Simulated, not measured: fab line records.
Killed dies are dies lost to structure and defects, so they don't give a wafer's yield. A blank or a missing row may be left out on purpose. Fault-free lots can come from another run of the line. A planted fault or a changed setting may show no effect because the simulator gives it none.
A struck lot beside a sound one | flow rit-cmos | 44 out of 202 route steps
Sound: wafers L824.1, L824.3, L824.6. Struck: wafers L836.3, L836.4, L836.6. The cause comes at the end.
For every step that has rows: the tool of each side, followed by ch and its chambers, followed by its first start. Under that, the readings that differ: sound wafers | struck wafers | difference of the means | sigmas: that difference in standard deviations of wafers without a fault.
alike: a reading whose means differ by less than 2 such deviations, as well as words and numbers matching on both sides. not compared: withheld readings; readings where some wafer has no value; bounds like >300 that might hide an equal value; numbers whose values overlap and for which the record gives no deviation.
The two part at a step that has a row with sigmas, a row that says differs or no value, or rows on one side only. When numbers do not overlap yet have no deviation, they are printed without sigmas and do not part them. A reading missing from all wafers of one side parts the sides only when that side holds two or more wafers.

first, 1 step without rows for these wafers: RIT_PRETRO_IMPLANT_08.
RIT_PRETRO_STRIP_09: strips in O2, time 180 s.
  sound on plasma-asher-01 ch 0,1, day 4 05:28; struck on plasma-asher-04 ch 0,1, day 6 16:22
  alike: chamber-pressure-mTorr, drypump-motor-current-A, o2-flow-sccm
  not compared: rf-hours-counter-h
RIT_PRETRO_TW_MEAS_10:
  sound: film-metro-03 at day 4 05:38; struck: film-metro-04 at day 6 16:30
  alike: PRETRO_TW
then, 5 steps without rows for these wafers: RIT_GATE_WET_ETCH_00 (etches SiO2 in BOE, target depth 56 nm, time 60 s); RIT_GATE_CLEAN_01 (cleans in SC1, time 600 s); RIT_GATE_CLEAN_02 (cleans in dHF, time 30 s); RIT_GATE_CLEAN_03 (cleans in SC2, time 600 s); RIT_GATE_CLEAN_04 (cleans in dHF, time 60 s).
RIT_FOX2_THK_MEAS_91:
  sound: film-metro-01 at day 4 06:08; struck: film-metro-01 at day 6 17:01
  alike: FIELD_OXIDE_LEFT_2_THK
then, 2 steps without rows for these wafers: RIT_GATE_OXIDATION_05 (target thk 3 nm, ox time 270 s); RIT_GATE_ANNEAL_06 (time 600 s).
RIT_GATE_THK_MEAS_07:
  sound: film-metro-03 at day 4 07:59; struck: film-metro-03 at day 6 18:24
  reading             | sound          | struck         | difference | sigmas
  GATE_OXIDE_THK (nm) | 2.95 2.87 2.85 | 3.01 3.10 3.07 | +0.17      | +2
RIT_GATE_CVD_08: deposits poly-Si from SiH4, target thk 250 nm, time 2220 s.
  sound on lpcvd-02 ch 1, day 4 08:24; struck on lpcvd-02 ch 1, day 6 18:32
  reading                                  | sound                | struck               | difference | sigmas
  spike-tc-centre-C (C)                    | 612.4 612.3 611.5    | 603.8 604.4 605.8    | -7.4       | -5
  spike-tc-load-C (C)                      | 630.5 630.1 629.1    | 621.8 622.0 620.5    | -8.5       | -4
  spike-tc-source-C (C)                    | 627.9 628.6 628.4    | 621.3 621.5 621.7    | -6.8       | -3
  susceptor-temp-C (C)                     | 610.17 610.27 610.24 | 603.44 603.25 603.07 | -6.97      | -25
  model.poly-Si_of_GATE_CVD_08.thk-nm (nm) | 249 250.6 250        | 210.5 210.4 210.7    | -39.3      |
RIT_GATE_THK_MEAS_09:
  sound: film-metro-03 at day 4 10:01; struck: film-metro-03 at day 6 20:10
  reading            | sound             | struck            | difference | sigmas
  GATE_POLY_THK (nm) | 248.9 250.5 250.0 | 210.6 210.3 210.7 | -39.3      | -18
then, 6 steps without rows for these wafers: RIT_GATE_HMDS_10 (prime time 60 s); RIT_GATE_COAT_11 (resist thk 850 nm); RIT_GATE_SOFTBAKE_12 (time 60 s); RIT_GATE_EXPOSE_13 (exposes mask M6, target cd 150 nm); RIT_GATE_PEB_14; RIT_GATE_DEVELOP_15 (develop time 50 s).
RIT_GATE_CD_MEAS_16 targets a cd of 150 nm.
  sound: cd-sem-01 at day 4 11:03; struck: cd-sem-01 at day 6 21:06
  alike: cd-nm
RIT_GATE_OVL_MEAS_17:
  sound: overlay-01 at day 4 11:10; struck: overlay-02 at day 6 21:11
  alike: GATE_OVL
then, 1 step without rows for these wafers: RIT_GATE_HARDBAKE_18 (time 60 s).
RIT_GATE_ETCH_19: etches poly-Si in SF6/CHF3/O2, stops on SiO2, time 165 s, target depth 312.5 nm.
  sound on rie-si-01 ch 1,2,3, day 4 11:21; struck on rie-si-01 ch 1,3, day 6 21:22
  reading                          | sound             | struck            | difference | sigmas
  oes-product-au (a.u.)            | 0.864 0.829 0.843 | 0.753 0.773 0.774 | -0.079     | -5
  model.etch.depth-nm (nm)         | 249 250.6 250     | 210.5 210.4 210.7 | -39.3      |
  model.GATE.feature-depth-nm (nm) | 249 250.6 250     | 210.5 210.4 210.7 | -39.3      |
  alike: chamber-pressure-mTorr, drypump-motor-current-A, throttle-valve-pct
  not compared: rf-hours-counter-h
RIT_GATE_STRIP_20: strips in O2, time 180 s.
  sound on plasma-asher-01 ch 0,1, day 4 11:28; struck on plasma-asher-02 ch 0,1, day 6 21:32
  alike: chamber-pressure-mTorr, drypump-motor-current-A, o2-flow-sccm
  not compared: rf-hours-counter-h
RIT_GATE_CD_MEAS_90 targets a cd of 150 nm.
  sound: cd-sem-01 at day 4 11:39; struck: cd-sem-01 at day 6 21:41
  alike: cd-nm
then, 4 steps without rows for these wafers: RIT_REOX_CLEAN_00 (cleans in SC1, time 600 s); RIT_REOX_CLEAN_01 (cleans in dHF, time 30 s); RIT_REOX_CLEAN_02 (cleans in SC2, time 600 s); RIT_REOX_OXIDATION_03 (target thk 25.2 nm, ox time 5580 s).
RIT_REOX_THK_MEAS_04:
  sound: film-metro-02 at day 4 14:42; struck: film-metro-04 at day 7 00:42
  alike: REOX_OXIDE_THK
then, 6 steps without rows for these wafers: RIT_NLDD_HMDS_00 (prime time 60 s); RIT_NLDD_COAT_01 (resist thk 1000 nm); RIT_NLDD_SOFTBAKE_02 (time 60 s); RIT_NLDD_EXPOSE_03 (exposes mask M7, target cd 40700 nm); RIT_NLDD_PEB_04; RIT_NLDD_DEVELOP_05 (develop time 50 s).
RIT_NLDD_OVL_MEAS_06:
  sound: overlay-01 at day 4 15:44; struck: overlay-01 at day 7 01:39
  alike: NLDD_OVL
then, 2 steps without rows for these wafers: RIT_NLDD_HARDBAKE_07 (time 60 s); RIT_NLDD_IMPLANT_08.
RIT_NLDD_STRIP_09: strips in O2, time 180 s.
  sound on plasma-asher-04 ch 0, day 4 16:04; struck on plasma-asher-01 ch 0,1, day 7 02:02
  alike: chamber-pressure-mTorr, drypump-motor-current-A, o2-flow-sccm
  not compared: rf-hours-counter-h
RIT_NLDD_TW_MEAS_10:
  sound: film-metro-02 at day 4 16:15; struck: film-metro-02 at day 7 02:10
  alike: NLDD_TW
RIT_SDANNEAL_CLEAN_02: cleans in SC2, time 600 s.
  sound on wet-bench-01 ch 0, day 4 23:30; struck on wet-bench-01 ch 1, day 7 09:37
  reading                                  | sound             | struck          | difference | sigmas
  model.poly-Si_of_GATE_CVD_08.thk-nm (nm) | 160.9 162.3 162.7 | 124.4 122.2 123 | -38.8      |
RIT_M1_PROBE_99:
  sound: prober-02 at day 5 08:41; struck: prober-02 at day 7 17:28
  reading                               | sound             | struck            | difference | sigmas
  model.etest.pmos-turned.r-on-ohm-um   | 3401 3400 3336    | 3237 3298 3332    | -90        |
  model.etest.nmos-turned.drive-ua-um   | 324.2 327.9 336.1 | 360.6 364.4 356.3 | +31.0      |
  model.etest.pmos-turned.drive-ua-um   | 193.3 194.7 199.2 | 207.5 206.3 202.5 | +9.7       |
  model.etest.ppoly-line.rs-ohm-sq      | 16.6 16.44 16.4   | 16.7 16.77 16.75  | +0.3       |
  model.etest.nmos_0p15.tox-inv-nm (nm) | 4.425 4.388 4.39  | 4.385 4.359 4.381 | -0.026     |
  alike: killed-at-contacts, killed-at-front-end, killed-dies, killed-open, killed-short
  not compared: model.etest.nmos_0p15.overlap-ff-um, model.etest.pmos_0p15.overlap-ff-um

WHERE THEY PART
Last at RIT_GATE_ETCH_19 as far as this record goes, first at RIT_GATE_THK_MEAS_07. Later steps at which nothing parts them and some readings are alike: RIT_GATE_STRIP_20, RIT_GATE_CD_MEAS_90, RIT_REOX_THK_MEAS_04, RIT_NLDD_OVL_MEAS_06, RIT_NLDD_STRIP_09, RIT_NLDD_TW_MEAS_10, RIT_M1_PROBE_99.

WHY: the cause the simulator had injected
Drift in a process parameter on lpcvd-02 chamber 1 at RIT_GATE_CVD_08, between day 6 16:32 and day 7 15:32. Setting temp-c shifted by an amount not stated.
